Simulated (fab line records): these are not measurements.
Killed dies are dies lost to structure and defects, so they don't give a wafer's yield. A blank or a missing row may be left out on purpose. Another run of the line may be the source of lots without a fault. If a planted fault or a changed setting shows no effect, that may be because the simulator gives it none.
Which tool did it? + flow berkeleyCmos170 + 20 wafers from 7 lots sampled at 4 of the route's 331 steps

WHAT THE GAUGES READ, wafer by wafer
UCB170_V2_CD_MEAS_90: the cd target is 700 nm.
| lot  | measured     | on       | cdNm (nm)         |
|------|--------------|----------|-------------------|
| L479 | day 7 15:15  | cdSem-01 | 698.6 698.0 698.2 |
| L483 | day 8 01:36  | cdSem-02 | 700.4 699.8 700.1 |
| L484 | day 8 14:46  | cdSem-02 | 699.5 699.0 699.8 |
| L487 | day 9 19:18  | cdSem-01 | 699.9 699.2 700.9 |
| L489 | day 9 20:50  | cdSem-02 | 699.7 697.3       |
| L496 | day 11 12:21 | cdSem-01 | 700.5 700.9 700.5 |
| L500 | day 12 19:08 | cdSem-01 | 698.6 699.4 697.7 |

WHICH TOOL RAN EACH LOT (tool, then ch and the chambers of the sampled wafers, then the start)
| lot  | UCB170_ACTIVE_CLEAN_17        | UCB170_M2_SPUTTER_01        | UCB170_M2_ETCH_17                 |
|------|-------------------------------|-----------------------------|-----------------------------------|
| L479 | wetBench-03 ch 1, day 4 09:10 | pvdSputter-04, day 7 08:29  | rieDiel-04 ch 1,3, day 7 12:14    |
| L483 | wetBench-02 ch 1, day 4 15:06 | pvdSputter-01, day 7 20:08  | rieDiel-04 ch 1,2,3, day 7 22:23  |
| L484 | wetBench-02 ch 1, day 5 04:55 | pvdSputter-01, day 8 09:39  | rieDiel-01 ch 0,1,3, day 8 12:01  |
| L487 | wetBench-04 ch 3, day 6 02:29 | pvdSputter-01, day 9 14:38  | rieDiel-01 ch 0,1,3, day 9 16:38  |
| L489 | wetBench-02 ch 2, day 6 04:14 | pvdSputter-01, day 9 15:29  | rieDiel-01 ch 0,3, day 9 17:44    |
| L496 | wetBench-04 ch 1, day 8 02:21 | pvdSputter-04, day 11 07:04 | rieDiel-01 ch 1,2,3, day 11 09:42 |
| L500 | wetBench-04 ch 0, day 9 02:10 | pvdSputter-04, day 12 14:01 | rieDiel-02 ch 0,1, day 12 16:28   |
- UCB170_ACTIVE_CLEAN_17: cleans in SPM, time 600 s.
- UCB170_M2_SPUTTER_01: material Al, target thk 900 nm, time 120 s.
- UCB170_M2_ETCH_17: etches BARC in N2/H2.

THE ANSWER, worked out from the rows above alone
Rule: usual is defined by the lots themselves. Put in order of their means at a reading, lots are off if they are a third of the lots or fewer, leave a main group of 4 or more, and stand apart from it by a gap of 3 or more times the standard deviation of the main group's means; of several such gaps the widest counts. The tables above print the reading to a certain number of digits; a main group whose means all agree to those digits is not used. Also off: a lot with no number at a reading for which 4 or more lots have one. All remaining lots with rows at the step are treated as sound.
No lot is off at any reading shown: from this, nothing can be told.

WHAT HAD BEEN PUT IN BY THE SIMULATOR
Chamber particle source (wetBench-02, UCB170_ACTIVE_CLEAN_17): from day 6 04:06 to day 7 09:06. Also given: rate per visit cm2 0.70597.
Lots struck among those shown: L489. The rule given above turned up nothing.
